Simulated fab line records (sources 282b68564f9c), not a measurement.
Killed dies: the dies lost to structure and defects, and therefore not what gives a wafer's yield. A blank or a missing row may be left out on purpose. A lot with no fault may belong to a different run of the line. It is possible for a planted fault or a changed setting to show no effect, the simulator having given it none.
A lot that was struck, set against a sound lot || flow rit cmos || 15 out of 202 route steps
Sound: these wafers, L763.3, L763.4, L763.5. The struck wafers were L762.2, L762.4, L762.6. At the end, the cause is stated.
Each step with rows lists, per side, the tool, then ch with its chambers, then its first start. Under that, the readings that differ: sound wafers || struck wafers || difference of the means || sigmas: that difference in standard deviations of wafers without a fault.
alike: readings with means less than 2 such deviations apart, plus words and numbers identical on both sides. not compared: withheld readings, readings lacking a value on some wafer, bounds such as >300 that could conceal the same value, and numbers that have no deviation in the record and whose values overlap.
The two part at a step that has a row with sigmas, a row that says differs or no value, or rows on one side only. When numbers do not overlap yet have no deviation, they are printed without sigmas and do not part them. A reading missing from all wafers of one side parts the sides only when that side holds two or more wafers.

RIT_SDANNEAL_RS_MEAS_07: measurement is done with a four-point probe.
  sound on film metro-01, day 4 12:29; struck on film metro-01, day 4 07:44
  alike: NLDD_RS
then, 1 step without rows for these wafers: RIT_SILICIDE_WET_ETCH_00 (etches SiO2 in BOE, target depth 14 nm, time 15 s).
RIT_SILICIDE_SPUTTER_01: material Ti, target thk 30 nm, time 231.4 s.
  sound on pvd sputter-02, day 4 12:34; struck on pvd sputter-03, day 4 07:50
  alike: throttle valve pct
RIT_SILICIDE_RS_MEAS_02: measurement is done with a four-point probe.
  sound on film metro-02, day 4 12:46; struck on film metro-03, day 4 08:01
  alike: SILICIDE_TI_RS
RIT_SILICIDE_THK_MEAS_03: measures by xrf.
  sound on film metro-02, day 4 12:52; struck on film metro-03, day 4 08:07
  alike: SILICIDE_TI_THK
RIT_SILICIDE_RTA_04: time 10 s, ramp up 5 s, ramp down 5 s.
  sound on rtp anneal-02 ch 0, day 4 12:56; struck on rtp anneal-01 ch 0, day 4 08:11
  alike: anneal temp c max, wafer_temp_C_max
then, 1 step without rows for these wafers: RIT_SILICIDE_WET_ETCH_05 (etches Ti in SPM, time 120 s).
RIT_SILICIDE_RTA_06: time 10 s, ramp up 5 s, ramp down 10 s.
  sound on rtp anneal-01 ch 0, day 4 13:02; struck on rtp anneal-02 ch 0, day 4 08:17
  alike: anneal temp c max, wafer_temp_C_max
RIT_CONTACT_CVD_00: deposits SiO2 from TEOS, target thk 400 nm, time 61 s.
  sound on pecvd-03 ch 0,1, day 4 13:05; struck on pecvd-02 ch 0,1, day 4 08:21
  alike: heater power w
RIT_CONTACT_THK_MEAS_01:
  sound on film metro-03, day 4 13:09; struck on film metro-03, day 4 08:26
  alike: CONTACT_TEOS_THK
then, 2 steps without rows for these wafers: RIT_CONTACT_HMDS_02 (prime time 60 s); RIT_CONTACT_COAT_03 (resist thk 1000 nm).
RIT_CONTACT_SOFTBAKE_04: time 60 s.
  sound on litho track-02 ch 0, day 4 13:32; struck on litho track-04 ch 0, day 4 08:49
{"reading": "heater power total W (W)", "sound": "34.57 34.53 34.60", "struck": "35.30 35.33 35.30", "difference": "+0.74", "sigmas": "+17"}
{"reading": "plate temp C (C)", "sound": "89.98 89.89 89.94", "struck": "91.48 91.48 91.38", "difference": "+1.51", "sigmas": "+12"}
then, 1 step without rows for these wafers: RIT_CONTACT_EXPOSE_05 (exposes mask M11, target cd 1000 nm).
RIT_M1_PROBE_99:
  sound on prober-01, day 4 19:45; struck on prober-02, day 4 14:52
  alike: killed_at_M0_to_M3, killed at contacts, killed at front end, killed dies, killed open, killed short

WHERE THEY PART
At RIT_CONTACT_SOFTBAKE_04 and nowhere else, as far as this record goes. Later steps at which nothing parts them and some readings are alike: RIT_M1_PROBE_99.

WHY: the cause the simulator had injected
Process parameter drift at RIT_CONTACT_SOFTBAKE_04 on litho track-04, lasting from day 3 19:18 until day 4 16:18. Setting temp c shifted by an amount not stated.
